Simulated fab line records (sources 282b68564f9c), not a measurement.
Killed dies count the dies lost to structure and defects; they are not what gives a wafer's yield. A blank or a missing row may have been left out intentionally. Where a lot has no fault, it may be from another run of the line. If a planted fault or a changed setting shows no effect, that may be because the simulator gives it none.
fab line records	flow ritCmos
record: lots: 14	wafers: 42	lastDay: 7
route steps=202 shown GATE@76 M1@202
lots that met no fault: taken from a fault-free run of the same line
startH: hours from the record's opening day to when the first of the lot's shown wafers began	waitH: hours from the lot's prior step to this one	" same as the row above	L1.1+2: one row covering several wafers at once	- either no value or no given start	* or withheld: withheld	< > ~ a bound
route shown NAME@n: NAME is a module with steps in the file, n the number in the route of the first one	usual: mean/standard deviation taken from wafers without a fault	same: alike in all rows	chamber/n: place in a boat	sites: each site's reading	_std_site: their standard deviation	_edge_site: the outer-site mean with the inner-site mean subtracted	radiusMm: for every site, how far away it sits from the centre of the wafer	mask NAME#n: copy n	behind: tool/chamber where the wafer was last shaped	hold: cause of the lot's hold/its duration in hours/its outcome	device: whichever transistor did not switch (one of n, p or np)	end of line: the tests these same wafers got at the end of their route	for a step that has no rows: nothing shown but its recipe	killed: count of dies lost to structure and defects at first sort (not the wafer's yield)	map: dies across one wafer; x = killed, . = not, _ = none there
set.NAME: the run value of the setting; set.NAME@STEP: its run value at that earlier step	model.NAME: the simulator's own value behind a step, which no gauge read
steps of the route over a sample of lots; a table a step, a row a wafer
== steps ==
step: RIT_GATE_CLEAN_01
recipe: chemistry: SC1	mix: 3:3:50	timeS: 600	tempC: 75
usual: bathHeatDutyPct: 16.0/1.8	runLengthS: 629/3.9
lot.wafer	tool	chamber	startH	waitH	bathHeatDutyPct	runLengthS
L804.1	wetBench-01	1	44.45	0.0	14.4	633
L804.5	"	1	"	"	14.0	633
L804.6	"	1	"	"	14.2	633
L805.1	wetBench-02	0	48.39	0.0	13.4	631
L805.3	"	0	"	"	14.1	631
L805.4	"	0	"	"	14.4	631
L806.1	wetBench-01	0	53.18	0.0	15.6	624
L806.4	"	0	"	"	16.3	624
L806.5	"	0	"	"	16.2	624
L807.1	wetBench-02	3	57.47	0.0	17.6	632
L807.4	"	3	"	"	18.2	632
L807.5	"	3	"	"	19.3	632
L809.1	wetBench-01	3	67.46	0.0	13.5	626
L809.4	"	3	"	"	14.9	626
L809.5	"	3	"	"	13.5	626
L810.3	wetBench-02	0	73.69	0.0	14.4	631
L810.4	"	0	"	"	15.4	631
L810.6	"	0	"	"	15.5	631
L811.1	wetBench-02	1	81.51	0.0	15.5	633
L811.2	"	1	"	"	15.9	633
L811.4	"	1	"	"	15.4	633
L812.2	wetBench-01	0	84.84	0.0	15.7	625
L812.3	"	0	"	"	16.3	625
L812.6	"	0	"	"	15.6	625
L813.2	wetBench-02	0	87.22	0.0	13.5	631
L813.3	"	0	"	"	14.9	631
L813.5	"	0	"	"	13.9	631
L814.1	wetBench-03	0	92.85	0.0	19.7	626
L814.4	"	0	"	"	18.4	626
L814.6	"	0	"	"	17.6	626
L815.4	wetBench-03	3	97.93	0.0	14.6	632
L815.5	"	3	"	"	15.4	632
L815.6	"	3	"	"	14.4	632
L816.4	wetBench-03	0	102.98	0.0	16.9	673
L816.5	"	0	"	"	18.1	673
L816.6	"	0	"	"	20.0	673
L819.1	wetBench-03	3	118.31	0.0	15.1	664
L819.2	"	3	"	"	15.6	664
L819.5	"	3	"	"	15.8	664
L822.1	wetBench-01	1	133.20	0.0	14.0	632
L822.3	"	1	"	"	14.2	632
L822.6	"	1	"	"	13.5	632
step: RIT_M1_PROBE_99
usual: killed_at_M0_to_M3: 0.0/0.18	killedAtContacts: 0.1/0.32	killedAtFrontEnd: 7/3	killedDies: 7/3.1	killedOpen: 3.3/1.8	killedShort: 3.6/2
same: grossDies: 264	killed_at_M4_up: 0	killedAtBackSide: 0	killedAtOther: 0
lot.wafer	tool	chamber	startH	waitH	killed_at_M0_to_M3	killedAtContacts	killedAtFrontEnd	killedDies	killedOpen	killedShort
L804.1	prober-01	-	73.47	0.1	0	0	7	7	4	3
L804.5	prober-01	-	73.67	0.2	0	0	12	12	6	6
L804.6	prober-01	-	73.72	0.2	0	0	9	9	5	4
L814.1	prober-01	-	121.81	0.1	0	0	4	4	2	2
L814.4	prober-01	-	121.96	0.2	0	0	14	14	9	5
L814.6	prober-01	-	122.06	0.2	0	0	9	9	5	4
L815.4	prober-02	-	125.72	0.2	0	0	6	6	3	3
L815.5	prober-02	-	125.77	0.2	0	2	10	12	7	5
L815.6	prober-02	-	125.82	0.2	0	0	12	12	3	9
L816.4	prober-01	-	132.22	0.2	0	0	5	5	2	3
L816.5	prober-01	-	132.27	0.2	0	0	4	4	2	2
L816.6	prober-01	-	132.32	0.2	0	0	6	6	1	5
L819.1	prober-02	-	144.08	0.1	0	0	12	12	6	6
L819.2	prober-02	-	144.13	0.1	0	0	10	10	6	4
L819.5	prober-02	-	144.28	0.2	0	0	11	11	5	6
killed by level:class
L804.1 FOX1:geometricParticle:open=1 FOX2:geometricParticle:open=1 GATE:geometricParticle:short=1 REOX:geometricParticle:short=1 REOX:geometricParticle:open=1 SPACER:geometricParticle:open=1 SILICIDE:geometricParticle:short=1
L804.5 SPACER:geometricParticle:open=3 GATE:geometricParticle:open=2 SPACER:geometricParticle:short=2 FOX1:geometricParticle:short=1 GATE:geometricParticle:short=1 REOX:geometricParticle:short=1 SILICIDE:geometricParticle:open=1 SILICIDE:geometricParticle:short=1
L804.6 GATE:geometricParticle:open=4 REOX:geometricParticle:short=3 SPACER:geometricParticle:open=1 SPACER:geometricParticle:short=1
L814.1 FOX1:geometricParticle:short=1 FOX1:geometricParticle:open=1 GATE:geometricParticle:short=1 GATE:geometricParticle:open=1
L814.4 SILICIDE:geometricParticle:open=5 GATE:geometricParticle:open=2 SILICIDE:geometricParticle:short=2 FOX1:geometricParticle:short=1 REOX:geometricParticle:open=1 REOX:geometricParticle:short=1 SPACER:geometricParticle:open=1 SPACER:geometricParticle:short=1
L814.6 FOX2:geometricParticle:open=2 GATE:geometricParticle:open=2 FOX1:geometricParticle:short=1 GATE:geometricParticle:short=1 REOX:geometricParticle:open=1 REOX:geometricParticle:short=1 SPACER:geometricParticle:short=1
L815.4 FOX1:geometricParticle:open=3 FOX1:geometricParticle:short=2 SILICIDE:geometricParticle:short=1
L815.5 GATE:geometricParticle:open=2 SILICIDE:geometricParticle:open=2 CONTACT:geometricParticle:short=2 FOX1:geometricParticle:open=1 FOX1:geometricParticle:short=1 FOX2:geometricParticle:open=1 SPACER:geometricParticle:open=1 SPACER:geometricParticle:short=1
L815.6 SILICIDE:geometricParticle:short=4 GATE:geometricParticle:open=2 FOX1:geometricParticle:open=1 FOX1:geometricParticle:short=1 FOX2:geometricParticle:short=1 GATE:geometricParticle:short=1 REOX:geometricParticle:short=1 SPACER:geometricParticle:short=1
L816.4 GATE:geometricParticle:short=3 GATE:geometricParticle:open=2
L816.5 FOX1:geometricParticle:short=1 FOX2:geometricParticle:open=1 GATE:geometricParticle:open=1 GATE:geometricParticle:short=1
L816.6 FOX1:geometricParticle:short=2 FOX2:geometricParticle:open=1 FOX2:geometricParticle:short=1 GATE:geometricParticle:short=1 REOX:geometricParticle:short=1
L819.1 SILICIDE:geometricParticle:open=3 FOX1:geometricParticle:short=2 FOX2:geometricParticle:short=2 SILICIDE:geometricParticle:short=2 SPACER:geometricParticle:open=1 FOX1:geometricParticle:open=1 FOX2:geometricParticle:open=1
L819.2 SPACER:geometricParticle:open=3 GATE:geometricParticle:short=2 SILICIDE:geometricParticle:short=2 FOX2:geometricParticle:open=1 GATE:geometricParticle:open=1 REOX:geometricParticle:open=1
L819.5 FOX1:geometricParticle:short=2 GATE:geometricParticle:open=2 SPACER:geometricParticle:open=2 FOX2:geometricParticle:open=1 GATE:geometricParticle:short=1 REOX:geometricParticle:short=1 SPACER:geometricParticle:short=1 SILICIDE:geometricParticle:short=1
== key ==
firstSign: step: RIT_GATE_CLEAN_01	reading: runLengthS	direction: up	sigmas: 10	usual: *	struck: *
effect none on later readings
metAt RIT_GATE_CLEAN_01
struckLots L816,L819
testerLeftOut L816,L819
onsetBetween 97.93 102.98
fault: kind: processParameterDrift	tool: wetBench-03	chamber: -	onsetH: 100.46	steps: RIT_GATE_CLEAN_01	channel: timeS	offset: *	shape: step	endH: 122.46	actsIn: *	stated: *
testerLeftOut: of these lots the tester's yield and bins aren't shown, on N5 and GAA mostly nor the transistor test; their killed dies are dies lost to structure and defects alone, not to doping, threshold or leakage, so they don't give the yield
